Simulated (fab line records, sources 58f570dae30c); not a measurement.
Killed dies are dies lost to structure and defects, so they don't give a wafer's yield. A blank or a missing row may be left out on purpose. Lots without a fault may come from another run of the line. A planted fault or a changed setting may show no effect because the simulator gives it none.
A sampling plan put to the test | flow berkeley_cmos170 | one fab line, 38 faults that these records tell of, each judged on the records of the lots that it struck
The plan is the line's own looks: the steps of the route at which a gauge or an inspection reads the wafer and doesn't change it. A look can be judged if struck wafers have a number there and the file gives its usual mean and standard deviation on fault-free wafers. Caught: at a look after the fault's first step, the mean of the struck wafers lies 4 or more of those standard deviations (sigma) from the usual mean. On the tool: the same test on the tool's own readings at the fault's steps. Another recipe on the struck wafers, or a record that is blank for them alone, also counts as caught.

THE FAULTS, as the simulator had put them in
1. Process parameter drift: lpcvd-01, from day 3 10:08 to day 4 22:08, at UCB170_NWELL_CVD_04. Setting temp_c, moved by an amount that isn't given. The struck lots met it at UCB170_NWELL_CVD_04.
2. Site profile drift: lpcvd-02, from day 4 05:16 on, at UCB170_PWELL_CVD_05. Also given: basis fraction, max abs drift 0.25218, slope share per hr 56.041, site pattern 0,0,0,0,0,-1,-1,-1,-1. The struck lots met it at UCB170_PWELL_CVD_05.
3. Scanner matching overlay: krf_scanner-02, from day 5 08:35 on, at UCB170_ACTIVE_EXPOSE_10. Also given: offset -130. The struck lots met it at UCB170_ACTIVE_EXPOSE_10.
4. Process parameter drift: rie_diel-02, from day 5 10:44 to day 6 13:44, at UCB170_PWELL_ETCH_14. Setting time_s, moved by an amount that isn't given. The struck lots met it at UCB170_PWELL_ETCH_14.
5. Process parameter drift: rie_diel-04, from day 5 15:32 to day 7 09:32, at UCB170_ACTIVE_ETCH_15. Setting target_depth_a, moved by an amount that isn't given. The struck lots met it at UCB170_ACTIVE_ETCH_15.
6. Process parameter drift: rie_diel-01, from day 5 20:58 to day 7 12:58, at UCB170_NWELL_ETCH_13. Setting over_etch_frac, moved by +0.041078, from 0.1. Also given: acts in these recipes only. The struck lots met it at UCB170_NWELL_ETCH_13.
7. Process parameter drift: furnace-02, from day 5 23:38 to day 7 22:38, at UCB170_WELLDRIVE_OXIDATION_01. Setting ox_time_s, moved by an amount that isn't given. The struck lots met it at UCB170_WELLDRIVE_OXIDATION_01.
8. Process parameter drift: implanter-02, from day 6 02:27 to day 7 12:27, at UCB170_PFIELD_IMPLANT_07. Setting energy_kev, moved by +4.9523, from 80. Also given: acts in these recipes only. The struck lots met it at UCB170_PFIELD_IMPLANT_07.
9. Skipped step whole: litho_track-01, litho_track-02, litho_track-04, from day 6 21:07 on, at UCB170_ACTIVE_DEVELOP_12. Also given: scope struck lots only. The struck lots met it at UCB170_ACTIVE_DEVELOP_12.
10. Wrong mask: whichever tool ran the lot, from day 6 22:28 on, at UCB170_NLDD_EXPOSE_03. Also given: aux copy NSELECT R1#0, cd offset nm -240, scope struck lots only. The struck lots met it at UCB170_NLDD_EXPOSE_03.
11. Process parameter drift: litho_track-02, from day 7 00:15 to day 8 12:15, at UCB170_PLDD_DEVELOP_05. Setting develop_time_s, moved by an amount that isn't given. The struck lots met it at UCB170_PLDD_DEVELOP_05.
12. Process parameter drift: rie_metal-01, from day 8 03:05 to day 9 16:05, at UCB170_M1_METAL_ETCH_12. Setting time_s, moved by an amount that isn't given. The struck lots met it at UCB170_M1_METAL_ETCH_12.
13. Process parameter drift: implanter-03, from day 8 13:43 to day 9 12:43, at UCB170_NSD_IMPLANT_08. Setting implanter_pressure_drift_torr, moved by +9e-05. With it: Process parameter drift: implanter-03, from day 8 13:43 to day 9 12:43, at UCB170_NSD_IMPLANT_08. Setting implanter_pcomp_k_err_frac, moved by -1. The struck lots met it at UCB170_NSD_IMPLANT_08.
14. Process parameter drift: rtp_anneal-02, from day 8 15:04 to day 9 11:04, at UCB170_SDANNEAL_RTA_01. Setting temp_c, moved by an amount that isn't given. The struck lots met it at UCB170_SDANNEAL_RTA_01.
15. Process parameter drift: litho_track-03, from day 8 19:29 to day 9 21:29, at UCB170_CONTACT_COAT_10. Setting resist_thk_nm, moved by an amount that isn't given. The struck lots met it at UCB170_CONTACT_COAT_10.
16. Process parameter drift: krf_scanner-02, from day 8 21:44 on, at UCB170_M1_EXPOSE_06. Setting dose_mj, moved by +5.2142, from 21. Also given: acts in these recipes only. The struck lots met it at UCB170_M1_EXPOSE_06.
17. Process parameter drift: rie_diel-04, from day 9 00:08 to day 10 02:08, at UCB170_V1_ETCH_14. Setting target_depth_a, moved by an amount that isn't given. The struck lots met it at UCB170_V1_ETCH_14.
18. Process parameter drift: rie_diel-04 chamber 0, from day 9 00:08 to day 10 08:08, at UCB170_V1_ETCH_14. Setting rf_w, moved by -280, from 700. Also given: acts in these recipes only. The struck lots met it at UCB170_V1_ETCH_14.
19. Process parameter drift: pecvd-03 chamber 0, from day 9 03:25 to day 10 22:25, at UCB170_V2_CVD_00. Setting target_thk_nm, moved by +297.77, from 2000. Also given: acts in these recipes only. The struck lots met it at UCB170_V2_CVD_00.
20. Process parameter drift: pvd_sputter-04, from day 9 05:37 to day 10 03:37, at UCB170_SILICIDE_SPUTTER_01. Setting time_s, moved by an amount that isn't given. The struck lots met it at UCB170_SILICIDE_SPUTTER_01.
21. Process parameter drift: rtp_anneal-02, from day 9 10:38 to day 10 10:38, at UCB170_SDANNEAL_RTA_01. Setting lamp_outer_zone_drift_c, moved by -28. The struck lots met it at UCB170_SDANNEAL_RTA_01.
22. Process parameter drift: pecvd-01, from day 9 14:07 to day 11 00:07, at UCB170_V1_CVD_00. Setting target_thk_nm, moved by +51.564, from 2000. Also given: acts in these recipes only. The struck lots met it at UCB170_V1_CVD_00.
23. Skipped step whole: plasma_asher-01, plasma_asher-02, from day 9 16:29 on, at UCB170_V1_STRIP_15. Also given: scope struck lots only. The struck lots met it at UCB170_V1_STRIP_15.
24. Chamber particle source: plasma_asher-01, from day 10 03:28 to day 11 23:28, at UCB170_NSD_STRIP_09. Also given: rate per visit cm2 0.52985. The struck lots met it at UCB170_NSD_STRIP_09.
25. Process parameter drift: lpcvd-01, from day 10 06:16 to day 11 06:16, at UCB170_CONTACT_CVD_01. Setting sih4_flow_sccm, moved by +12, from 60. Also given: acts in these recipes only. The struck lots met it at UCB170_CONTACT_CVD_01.
26. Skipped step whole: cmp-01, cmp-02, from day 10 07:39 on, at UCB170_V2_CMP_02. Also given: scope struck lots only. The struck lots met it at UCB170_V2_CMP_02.
27. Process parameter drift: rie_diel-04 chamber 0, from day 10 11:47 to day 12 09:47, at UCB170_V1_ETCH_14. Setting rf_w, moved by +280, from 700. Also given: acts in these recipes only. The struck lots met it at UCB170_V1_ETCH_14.
28. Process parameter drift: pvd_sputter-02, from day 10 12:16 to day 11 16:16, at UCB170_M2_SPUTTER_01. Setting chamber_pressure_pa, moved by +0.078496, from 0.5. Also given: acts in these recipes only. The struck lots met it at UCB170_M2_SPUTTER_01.
29. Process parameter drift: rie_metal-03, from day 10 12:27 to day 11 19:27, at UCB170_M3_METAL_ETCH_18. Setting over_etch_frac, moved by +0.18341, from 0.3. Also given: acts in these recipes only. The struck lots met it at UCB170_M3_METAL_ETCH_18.
30. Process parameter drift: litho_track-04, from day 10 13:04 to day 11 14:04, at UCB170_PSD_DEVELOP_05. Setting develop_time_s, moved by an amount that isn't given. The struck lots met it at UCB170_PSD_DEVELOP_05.
31. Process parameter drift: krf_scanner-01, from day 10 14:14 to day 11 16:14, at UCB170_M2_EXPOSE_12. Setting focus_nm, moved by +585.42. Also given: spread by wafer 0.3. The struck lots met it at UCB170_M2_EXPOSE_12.
32. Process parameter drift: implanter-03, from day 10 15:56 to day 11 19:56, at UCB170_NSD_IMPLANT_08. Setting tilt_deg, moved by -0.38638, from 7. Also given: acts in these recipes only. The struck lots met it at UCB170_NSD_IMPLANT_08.
33. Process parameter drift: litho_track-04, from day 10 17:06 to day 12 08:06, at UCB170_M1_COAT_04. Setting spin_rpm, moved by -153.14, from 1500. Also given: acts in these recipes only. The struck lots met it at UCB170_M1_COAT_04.
34. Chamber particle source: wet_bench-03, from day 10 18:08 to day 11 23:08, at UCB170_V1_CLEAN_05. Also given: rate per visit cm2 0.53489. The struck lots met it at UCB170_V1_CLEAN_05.
35. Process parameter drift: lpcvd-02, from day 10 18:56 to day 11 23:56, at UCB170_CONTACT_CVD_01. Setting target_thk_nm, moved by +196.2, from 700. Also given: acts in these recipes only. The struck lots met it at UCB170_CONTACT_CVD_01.
36. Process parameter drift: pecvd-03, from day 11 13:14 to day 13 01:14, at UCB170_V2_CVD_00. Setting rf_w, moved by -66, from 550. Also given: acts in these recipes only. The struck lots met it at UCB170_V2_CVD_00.
37. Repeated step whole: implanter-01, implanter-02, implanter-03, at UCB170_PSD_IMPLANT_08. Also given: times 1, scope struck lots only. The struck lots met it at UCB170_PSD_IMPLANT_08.
38. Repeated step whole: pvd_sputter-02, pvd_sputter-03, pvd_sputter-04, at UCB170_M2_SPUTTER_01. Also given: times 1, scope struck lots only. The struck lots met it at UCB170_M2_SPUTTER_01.

WHAT THE PLAN SAW
fault | on the tool itself                               | first look that catches it                       | reading, sigma                                        | median hours from its first step to that look | hours from the fault's start to the first struck lot there | judged looks passed uncaught
1     | susceptor_temp_C +99 or beyond sigma             | UCB170_NWELL_THK_MEAS_05                         | NWELL_NITRIDE_THK +59                                 | 2.0                                           | 7                                                          | 0
2     | under 2 sigma                                    | UCB170_PWELL_THK_MEAS_06                         | PWELL_NITRIDE_THK -11                                 | 2.5                                           | 17                                                         | 0
3     | no reading that can be judged                    | UCB170_ACTIVE_OVL_MEAS_14                        | ACTIVE_OVL -24                                        | 0.5                                           | 0                                                          | 0
4     | run_length_s +46 sigma                           | no look after it can be judged                   | -                                                     | -                                             | -                                                          | 0
5     | oes_product_au -4.6 sigma                        | no look after it can be judged                   | -                                                     | -                                             | -                                                          | 0
6     | under 2 sigma                                    | no look after it can be judged                   | -                                                     | -                                             | -                                                          | 0
7     | under 2 sigma                                    | UCB170_WELLDRIVE_THK_MEAS_02                     | WELLDRIVE_OXIDE_THK -6.5                              | 3.5                                           | 18                                                         | 0
8     | beam_energy_keV +99 or beyond sigma              | no look after it can be judged                   | -                                                     | -                                             | -                                                          | 0
9     | no reading that can be judged                    | no look after it can be judged                   | -                                                     | -                                             | -                                                          | 0
10    | no reading that can be judged                    | UCB170_NLDD_CD_MEAS_06                           | cd_nm -99 or beyond                                   | 0.4                                           | 3                                                          | 0
11    | no reading that can be judged                    | UCB170_PLDD_TW_MEAS_11                           | PLDD_TW -99 or beyond                                 | 1.4                                           | 1                                                          | 0
12    | run_length_s -99 or beyond sigma                 | UCB170_M1_CD_MEAS_90                             | cd_nm +7.9                                            | 0.2                                           | 17                                                         | 0
13    | end_station_pressure_torr +99 or beyond sigma    | UCB170_SDANNEAL_RS_MEAS_03                       | NSD_RS -49                                            | 1.9                                           | 4                                                          | 1
14    | wafer_temp_C_max +21 sigma                       | UCB170_SDANNEAL_RS_MEAS_02                       | PSD_RS -39                                            | 0.1                                           | 2                                                          | 0
15    | no reading that can be judged                    | none of the 2 looks that can be judged after it  | -                                                     | -                                             | -                                                          | 2
16    | exposure_dose_mJ_cm2 +99 or beyond sigma         | UCB170_M1_CD_MEAS_09                             | cd_nm -18                                             | 0.4                                           | 2                                                          | 0
17    | under 2 sigma                                    | not the one look that can be judged after it     | -                                                     | -                                             | -                                                          | 1
18    | rf_fwd_power_W -99 or beyond sigma               | UCB170_V1_CD_MEAS_90                             | cd_nm -4.2                                            | 0.4                                           | 23                                                         | 0
19    | under 2 sigma                                    | UCB170_V2_THK_MEAS_01                            | V2_TEOS_THK +11                                       | 0.2                                           | 4                                                          | 0
20    | under 2 sigma                                    | UCB170_SILICIDE_RS_MEAS_02                       | SILICIDE_TI_RS -4.2                                   | 0.0                                           | 12                                                         | 0
21    | under 2 sigma                                    | UCB170_SDANNEAL_RS_MEAS_02                       | PSD_RS +30                                            | 0.1                                           | 6                                                          | 0
22    | under 2 sigma                                    | none of the 3 looks that can be judged after it  | strongest: V1_TEOS_THK at UCB170_V1_THK_MEAS_01, +3.0 | -                                             | -                                                          | 3
23    | no reading that can be judged                    | not the one look that can be judged after it     | -                                                     | -                                             | -                                                          | 1
24    | under 2 sigma                                    | no look after it can be judged                   | -                                                     | -                                             | -                                                          | 0
25    | sih4_flow_sccm +81 sigma                         | UCB170_CONTACT_THK_MEAS_02                       | CONTACT_PSG_THK +8.2                                  | 1.8                                           | 8                                                          | 0
26    | the tool's record is blank for the struck wafers | not the one look that can be judged after it     | strongest: V2_BOW at UCB170_V2_BOW_MEAS_03, +2.7      | -                                             | -                                                          | 1
27    | rf_fwd_power_W +99 or beyond sigma               | UCB170_V1_CD_MEAS_90                             | cd_nm +5.6                                            | 0.3                                           | 3                                                          | 0
28    | chamber_pressure_pa +78 sigma                    | none of the 2 looks that can be judged after it  | strongest: M2_AL_RS at UCB170_M2_RS_MEAS_02, +3.9     | -                                             | -                                                          | 2
29    | only faintly: oes_product_au -2.8 sigma          | not the one look that can be judged after it     | strongest: cd_nm at UCB170_M3_CD_MEAS_90, -3.4        | -                                             | -                                                          | 1
30    | no reading that can be judged                    | none of the 10 looks that can be judged after it | -                                                     | -                                             | -                                                          | 10
31    | exposure_dose_mJ_cm2 -21 sigma                   | UCB170_M2_CD_MEAS_15                             | cd_nm -11                                             | 0.6                                           | 15                                                         | 0
32    | tilt_deg -17 sigma                               | no look after it can be judged                   | -                                                     | -                                             | -                                                          | 0
33    | spin_speed_rpm -99 or beyond sigma               | none of the 2 looks that can be judged after it  | -                                                     | -                                             | -                                                          | 2
34    | no reading that can be judged                    | not the one look that can be judged after it     | -                                                     | -                                             | -                                                          | 1
35    | under 2 sigma                                    | UCB170_CONTACT_THK_MEAS_02                       | CONTACT_PSG_THK +34                                   | 1.8                                           | 9                                                          | 0
36    | rf_fwd_power_W -38 sigma                         | none of the 2 looks that can be judged after it  | strongest: V2_TEOS_THK at UCB170_V2_THK_MEAS_01, -3.0 | -                                             | -                                                          | 2
37    | under 2 sigma                                    | UCB170_PSD_TW_MEAS_10                            | PSD_TW +43                                            | 0.5                                           | -                                                          | 0
38    | under 2 sigma                                    | UCB170_M2_RS_MEAS_02                             | M2_AL_RS -50                                          | 0.4                                           | -                                                          | 0
A dash: the fault isn't caught, or these records don't give the number.

Caught at a look: 20 of 38. Caught on the tool: 17 of 38. By one or the other: 28 of 38.
Caught on the tool alone: faults 4, 5, 8, 26, 28, 32, 33, 36.
Caught at a look alone: faults 2, 3, 7, 10, 11, 19, 20, 21, 35, 37, 38.
Caught by neither: faults 6, 9, 15, 17, 22, 23, 24, 29, 30, 34.

THINNER SAMPLING
If the look that catches a fault measured only every second or every third lot, by lot number, the first struck lot would be measured this late in the worst case:
fault | struck lots at that look, in order of time | every lot | every second lot | every third lot
1     | L868, L869                                 | 7 h       | 7 h              | may miss all 2
2     | L110, L113                                 | 17 h      | 33 h             | may miss all 2
3     | L802, L801, L807, L808                     | 0 h       | 1 h              | may miss all 4
7     | L281, L280                                 | 18 h      | 18 h             | may miss all 2
10    | L195                                       | 3 h       | may miss it      | may miss it
11    | L430, L433                                 | 1 h       | 13 h             | may miss all 2
12    | L894, L895, L898                           | 17 h      | 18 h             | may miss all 3
13    | L129, L130                                 | 4 h       | 15 h             | may miss all 2
14    | L725, L726                                 | 2 h       | 14 h             | may miss all 2
16    | L317, L321, L322                           | 2 h       | 32 h             | 32 h
18    | L330                                       | 23 h      | may miss it      | may miss it
19    | L123, L130                                 | 4 h       | 39 h             | may miss all 2
20    | L862, L864                                 | 12 h      | may miss all 2   | may miss all 2
21    | L456, L458                                 | 6 h       | may miss all 2   | may miss all 2
25    | L393, L398                                 | 8 h       | 22 h             | may miss all 2
27    | L414, L416                                 | 3 h       | may miss all 2   | may miss all 2
31    | L534                                       | 15 h      | may miss it      | may miss it
35    | L569, L570                                 | 9 h       | 9 h              | may miss all 2
Hours are from the fault's start to the first struck lot that is measured. The limit of 4 sigma was tested on all struck wafers together, so one lot alone may lie under it. Other struck lots may not be in these records.

THE LONGEST TIMED WAY FROM STEP TO LOOK
Fault 7: a median of 3.5 hours passes between UCB170_WELLDRIVE_OXIDATION_01 and UCB170_WELLDRIVE_THK_MEAS_02. No look between them can be judged.
